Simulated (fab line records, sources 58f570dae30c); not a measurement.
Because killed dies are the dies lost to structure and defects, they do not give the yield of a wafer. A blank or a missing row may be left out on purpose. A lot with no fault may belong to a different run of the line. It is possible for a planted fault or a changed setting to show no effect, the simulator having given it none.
fab line records ; flow berkeley-cmos170
record lots=5; wafers=23
route steps=331 shown M3@310
start-h: hours from the record's first day to the start of the lot's first wafer shown ; wait-h: how many hours have passed since the lot's step before this one ; " identical to the entry in the row above ; L1.1+2: a row that stands for several wafers ; - no value, or no start was given ; * or withheld: withheld ; < > ~ a bound
route shown NAME@n: NAME is a module with steps in the file, n the number in the route of the first one ; usual: mean and standard deviation over wafers with no fault ; same: alike in all rows ; chamber/n: place in a boat ; sites: each site's reading ; _std_site: their standard deviation ; _edge_site: outer sites' mean less inner sites' ; radius-mm: for every site, how far away it sits from the centre of the wafer ; mask NAME#n: copy n ; behind: tool/chamber where the wafer was last shaped ; hold: reason for holding the lot/hours on hold/outcome of the hold ; device: the transistor (n, p or np) that didn't switch ; end of line: tests of these same wafers at the route's end ; a step given without rows: its recipe and nothing more ; killed: not the wafer's yield, but the dies lost to structure and defects at the first sort ; map: per-die view of a wafer (x killed, . not killed, _ where there is no die)
set.NAME: the setting as run; set.NAME@STEP: as run at that earlier step ; model.NAME: the simulator's own value behind a step, which no gauge read
lots whose settings were changed on purpose; a table a step, a row a wafer
## steps
# step UCB170_M3_SPUTTER_01
# recipe material=Al; target-thk-nm=900; time-s=120; power-w=6000; chamber-pressure-pa=0.5
lot.wafer;tool;chamber;start-h;wait-h;set.power-w;model.Al_of_M3_SPUTTER_01.thk-nm
L075.1;pvd-sputter-04;-;188.98;0.0;6000;910.3
L075.2;pvd-sputter-04;-;188.98;0.0;6000;903.5
L075.3;pvd-sputter-04;-;188.98;0.0;6000;908.6
L075.5;pvd-sputter-04;-;188.98;0.0;6000;908.9
L075.6;pvd-sputter-04;-;188.98;0.0;6000;910.8
L076.2;pvd-sputter-01;-;189.26;0.0;6000;908.5
L076.4;pvd-sputter-01;-;189.26;0.0;6000;907.4
L076.5;pvd-sputter-01;-;189.26;0.0;6000;908.9
L077.1;pvd-sputter-01;-;202.13;0.0;6345;956.3
L077.2;pvd-sputter-01;-;202.13;0.0;6345;953.6
L077.3;pvd-sputter-01;-;202.13;0.0;6000;901.1
L077.4;pvd-sputter-01;-;202.13;0.0;6345;961.2
L077.6;pvd-sputter-01;-;202.13;0.0;6000;905.6
L078.1;pvd-sputter-04;-;203.96;0.0;6000;897.8
L078.2;pvd-sputter-04;-;203.96;0.0;6000;889.8
L078.3;pvd-sputter-04;-;203.96;0.0;5301;790.3
L078.5;pvd-sputter-04;-;203.96;0.0;6000;906.2
L078.6;pvd-sputter-04;-;203.96;0.0;5301;788.1
L083.1;pvd-sputter-01;-;228.83;0.0;6000;906.1
L083.2;pvd-sputter-01;-;228.83;0.0;6000;909.2
L083.4;pvd-sputter-01;-;228.83;0.0;6000;912.1
L083.5;pvd-sputter-01;-;228.83;0.0;6000;910.7
L083.6;pvd-sputter-01;-;228.83;0.0;6000;903
# step UCB170_M3_RS_MEAS_02
# recipe thk-meas-gauge=four-point-probe; reads=Al_of_M3_SPUTTER_01
# usual M3_AL_RS=0.03192/0.00024
lot.wafer;tool;chamber;start-h;wait-h;set.power-w@M3_SPUTTER_01;M3_AL_RS[ohm/sq]
L075.1;film-metro-03;-;189.07;0.0;6000;0.03175
L075.2;film-metro-03;-;189.07;0.0;6000;0.03202
L075.3;film-metro-03;-;189.07;0.0;6000;0.03184
L075.5;film-metro-03;-;189.07;0.0;6000;0.03182
L075.6;film-metro-03;-;189.07;0.0;6000;0.03175
L076.2;film-metro-02;-;189.36;0.1;6000;0.03187
L076.4;film-metro-02;-;189.36;0.1;6000;0.03187
L076.5;film-metro-02;-;189.36;0.1;6000;0.03179
L077.1;film-metro-04;-;202.21;0.0;6345;0.03032
L077.2;film-metro-04;-;202.21;0.0;6345;0.03037
L077.3;film-metro-04;-;202.21;0.0;6000;0.0321
L077.4;film-metro-04;-;202.21;0.0;6345;0.03014
L077.6;film-metro-04;-;202.21;0.0;6000;0.032
L078.1;film-metro-03;-;204.05;0.0;6000;0.03222
L078.2;film-metro-03;-;204.05;0.0;6000;0.03253
L078.3;film-metro-03;-;204.05;0.0;5301;0.03669
L078.5;film-metro-03;-;204.05;0.0;6000;0.03198
L078.6;film-metro-03;-;204.05;0.0;5301;0.0368
L083.1;film-metro-02;-;228.91;0.0;6000;0.03196
L083.2;film-metro-02;-;228.91;0.0;6000;0.03184
L083.4;film-metro-02;-;228.91;0.0;6000;0.03174
L083.5;film-metro-02;-;228.91;0.0;6000;0.03175
L083.6;film-metro-02;-;228.91;0.0;6000;0.03214
# step UCB170_M3_THK_MEAS_03
# recipe thk-meas-gauge=xrf; reads=Al_of_M3_SPUTTER_01
# usual M3_AL_THK=902/7
lot.wafer;tool;chamber;start-h;wait-h;set.power-w@M3_SPUTTER_01;M3_AL_THK[nm]
L075.1;film-metro-03;-;189.19;0.1;6000;904
L075.2;film-metro-03;-;189.19;0.1;6000;901
L075.3;film-metro-03;-;189.19;0.1;6000;907
L075.5;film-metro-03;-;189.19;0.1;6000;905
L075.6;film-metro-03;-;189.19;0.1;6000;908
L076.2;film-metro-02;-;189.47;0.1;6000;907
L076.4;film-metro-02;-;189.47;0.1;6000;905
L076.5;film-metro-02;-;189.47;0.1;6000;908
L077.1;film-metro-04;-;202.33;0.1;6345;947
L077.2;film-metro-04;-;202.33;0.1;6345;951
L077.3;film-metro-04;-;202.33;0.1;6000;896
L077.4;film-metro-04;-;202.33;0.1;6345;959
L077.6;film-metro-04;-;202.33;0.1;6000;897
L078.1;film-metro-03;-;204.17;0.1;6000;900
L078.2;film-metro-03;-;204.17;0.1;6000;885
L078.3;film-metro-03;-;204.17;0.1;5301;788
L078.5;film-metro-03;-;204.17;0.1;6000;907
L078.6;film-metro-03;-;204.17;0.1;5301;791
L083.1;film-metro-02;-;229.03;0.1;6000;904
L083.2;film-metro-02;-;229.03;0.1;6000;904
L083.4;film-metro-02;-;229.03;0.1;6000;912
L083.5;film-metro-02;-;229.03;0.1;6000;908
L083.6;film-metro-02;-;229.03;0.1;6000;900
# step UCB170_M3_EXPOSE_12
# recipe mask-id=METAL3; target-cd-nm=700; na=0.5; sigma-outer=0.6; source-shape=conventional; dose-mj=26
lot.wafer;tool;chamber;start-h;wait-h;mask;set.dose-mj
L075.1+2+3+5+6;krf-scanner-02;0;190.42;-;METAL3#0;26
L076.2+4+5;krf-scanner-02;0;190.72;-;METAL3#0;26
L077.1+6;krf-scanner-02;0;203.59;-;METAL3#0;24.38
L077.2+3+4;krf-scanner-02;0;203.59;-;METAL3#0;26
L078.1+5;krf-scanner-01;0;205.63;-;METAL3#0;27.5
L078.2+3+6;krf-scanner-01;0;205.63;-;METAL3#0;26
L083.1+2+4;krf-scanner-02;0;230.61;-;METAL3#0;27.57
L083.5+6;krf-scanner-02;0;230.61;-;METAL3#0;26
# step UCB170_M3_PEB_13
# recipe peb-temp-c=130; peb-time-s=withheld; resist=KrF
# step UCB170_M3_DEVELOP_14
# recipe developer=TMAH; develop-time-s=45; resist=KrF; dev-temp-c=21
# step UCB170_M3_CD_MEAS_15
# recipe target-cd-nm=700
# usual cd-nm=699.3/1.3
lot.wafer;tool;chamber;start-h;wait-h;set.dose-mj@M3_EXPOSE_12;cd-nm
L075.1;cd-sem-01;-;190.87;-;26;698.1
L075.2;cd-sem-01;-;190.87;-;26;699.0
L075.3;cd-sem-01;-;190.87;-;26;698.9
L075.5;cd-sem-01;-;190.87;-;26;698.7
L075.6;cd-sem-01;-;190.87;-;26;698.9
L076.2;cd-sem-02;-;191.11;-;26;701.8
L076.4;cd-sem-02;-;191.11;-;26;700.4
L076.5;cd-sem-02;-;191.11;-;26;701.9
L077.1;cd-sem-02;-;203.98;-;24.38;711.7
L077.2;cd-sem-02;-;203.98;-;26;699.5
L077.3;cd-sem-02;-;203.98;-;26;699.7
L077.4;cd-sem-02;-;203.98;-;26;700.5
L077.6;cd-sem-02;-;203.98;-;24.38;711.7
L078.1;cd-sem-01;-;206.02;-;27.5;688.1
L078.2;cd-sem-01;-;206.02;-;26;698.0
L078.3;cd-sem-01;-;206.02;-;26;699.4
L078.5;cd-sem-01;-;206.02;-;27.5;688.5
L078.6;cd-sem-01;-;206.02;-;26;697.8
L083.1;cd-sem-01;-;231.44;-;27.57;688.5
L083.2;cd-sem-01;-;231.44;-;27.57;688.0
L083.4;cd-sem-01;-;231.44;-;27.57;688.1
L083.5;cd-sem-01;-;231.44;-;26;698.8
L083.6;cd-sem-01;-;231.44;-;26;699.1
# step UCB170_M3_ETCH_17
# recipe chemistry=N2/H2; target-depth-a=withheld; overetch-a=withheld; target=BARC; time-s=withheld; source-w=500; bias-w=100; pressure-mtorr=30; n2-flow-sccm=100; h2-flow-sccm=200
lot.wafer;tool;chamber;start-h;wait-h;set.dose-mj@M3_EXPOSE_12;model.M3.cd-nm
L075.1;rie-diel-04;3;191.03;0.0;26;698.9
L075.2;rie-diel-04;2;191.03;0.0;26;698.7
L075.3;rie-diel-04;1;191.03;0.0;26;698.8
L075.5;rie-diel-04;0;191.03;0.0;26;699.6
L075.6;rie-diel-04;3;191.03;0.0;26;699.2
L076.2;rie-diel-03;3;191.25;0.0;26;702.3
L076.4;rie-diel-03;2;191.25;0.0;26;700.1
L076.5;rie-diel-03;2;191.25;0.0;26;701.5
L077.1;rie-diel-03;3;204.13;0.0;24.38;711.5
L077.2;rie-diel-03;1;204.13;0.0;26;699.1
L077.3;rie-diel-03;2;204.13;0.0;26;699.4
L077.4;rie-diel-03;0;204.13;0.0;26;700.3
L077.6;rie-diel-03;1;204.13;0.0;24.38;711.4
L078.1;rie-diel-04;3;206.18;0.0;27.5;688.7
L078.2;rie-diel-04;1;206.18;0.0;26;698.3
L078.3;rie-diel-04;3;206.18;0.0;26;699.3
L078.5;rie-diel-04;1;206.18;0.0;27.5;688.3
L078.6;rie-diel-04;3;206.18;0.0;26;698.1
L083.1;rie-diel-03;0;231.59;0.0;27.57;689
L083.2;rie-diel-03;1;231.59;0.0;27.57;688.4
L083.4;rie-diel-03;1;231.59;0.0;27.57;688.1
L083.5;rie-diel-03;0;231.59;0.0;26;699.5
L083.6;rie-diel-03;2;231.59;0.0;26;698.7
# step UCB170_M3_METAL_ETCH_18
# recipe chemistry=Cl2/BCl3; target=Al; stop-on=SiO2; pressure-mtorr=12; target-depth-a=11700; over-etch-frac=0.3; time-s=195; icp-w=600; bias-w=120; Cl2_flow_sccm=90; bcl3-flow-sccm=45
lot.wafer;tool;chamber;start-h;wait-h;set.icp-w;set.dose-mj@M3_EXPOSE_12;model.M3.cd-nm
L075.1;rie-metal-01;0;191.07;-;657.5;26;693.8
L075.2;rie-metal-01;1;191.07;-;600;26;697.3
L075.3;rie-metal-01;0;191.07;-;600;26;696.8
L075.5;rie-metal-01;1;191.07;-;657.5;26;694.5
L075.6;rie-metal-01;0;191.07;-;657.5;26;691.8
L076.2;rie-metal-02;1;191.29;-;600;26;703.6
L076.4;rie-metal-02;0;191.29;-;600;26;701.5
L076.5;rie-metal-02;1;191.29;-;600;26;702.3
L077.1;rie-metal-02;1;204.18;-;600;24.38;709.9
L077.2;rie-metal-02;0;204.18;-;600;26;699
L077.3;rie-metal-02;0;204.18;-;600;26;699.9
L077.4;rie-metal-02;1;204.18;-;600;26;700.4
L077.6;rie-metal-02;1;204.18;-;600;24.38;711.7
L078.1;rie-metal-01;1;206.24;-;600;27.5;688.7
L078.2;rie-metal-01;0;206.24;-;600;26;699.9
L078.3;rie-metal-01;1;206.24;-;600;26;699.4
L078.5;rie-metal-01;0;206.24;-;600;27.5;687.1
L078.6;rie-metal-01;1;206.24;-;600;26;699.2
L083.1;rie-metal-03;0;231.64;-;600;27.57;694.1
L083.2;rie-metal-03;1;231.64;-;600;27.57;688
L083.4;rie-metal-03;1;231.64;-;600;27.57;686.7
L083.5;rie-metal-03;1;231.64;-;600;26;700.1
L083.6;rie-metal-03;0;231.64;-;600;26;703.5
# step UCB170_M3_STRIP_19
# recipe chemistry=O2; power-w=400; pressure-mtorr=3500; platen-temp-c=withheld; o2-flow-sccm=400; overash-fraction=0.5
# step UCB170_M3_CD_MEAS_90
# recipe target-cd-nm=700
# usual cd-nm=699.3/2.2
lot.wafer;tool;chamber;start-h;wait-h;set.dose-mj@M3_EXPOSE_12;cd-nm
L075.1;cd-sem-02;-;191.35;0.1;26;693.8
L075.2;cd-sem-02;-;191.35;0.1;26;697.1
L075.3;cd-sem-02;-;191.35;0.1;26;696.9
L075.5;cd-sem-02;-;191.35;0.1;26;694.7
L075.6;cd-sem-02;-;191.35;0.1;26;691.6
L076.2;cd-sem-01;-;191.60;0.1;26;703.5
L076.4;cd-sem-01;-;191.60;0.1;26;701.4
L076.5;cd-sem-01;-;191.60;0.1;26;702.4
L077.1;cd-sem-02;-;204.46;0.1;24.38;709.8
L077.2;cd-sem-02;-;204.46;0.1;26;699.0
L077.3;cd-sem-02;-;204.46;0.1;26;699.7
L077.4;cd-sem-02;-;204.46;0.1;26;700.3
L077.6;cd-sem-02;-;204.46;0.1;24.38;711.9
L078.1;cd-sem-02;-;206.53;0.1;27.5;688.5
L078.2;cd-sem-02;-;206.53;0.1;26;700.1
L078.3;cd-sem-02;-;206.53;0.1;26;699.5
L078.5;cd-sem-02;-;206.53;0.1;27.5;686.8
L078.6;cd-sem-02;-;206.53;0.1;26;699.1
L083.1;cd-sem-02;-;231.92;0.1;27.57;693.9
L083.2;cd-sem-02;-;231.92;0.1;27.57;688.3
L083.4;cd-sem-02;-;231.92;0.1;27.57;686.7
L083.5;cd-sem-02;-;231.92;0.1;26;700.4
L083.6;cd-sem-02;-;231.92;0.1;26;703.4
## key
split step=UCB170_M3_SPUTTER_01; setting=power-w; stated=6000; by=wafer
response step=UCB170_M3_SPUTTER_01; reading=model.Al_of_M3_SPUTTER_01.thk-nm; change=+9.33; per=1%; r=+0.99
response step=UCB170_M3_RS_MEAS_02; reading=M3_AL_RS; change=-0.000371; per=1%; r=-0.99
response step=UCB170_M3_THK_MEAS_03; reading=M3_AL_THK; change=+9.32; per=1%; r=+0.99
split step=UCB170_M3_EXPOSE_12; setting=dose-mj; stated=26; by=wafer
response step=UCB170_M3_CD_MEAS_15; reading=cd-nm; change=-1.81; per=1%; r=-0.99
response step=UCB170_M3_ETCH_17; reading=model.M3.cd-nm; change=-1.8; per=1%; r=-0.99
response step=UCB170_M3_METAL_ETCH_18; reading=model.M3.cd-nm; change=-1.93; per=1%; r=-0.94
response step=UCB170_M3_CD_MEAS_90; reading=cd-nm; change=-1.96; per=1%; r=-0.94
split step=UCB170_M3_METAL_ETCH_18; setting=icp-w; stated=600; by=wafer
response none clear
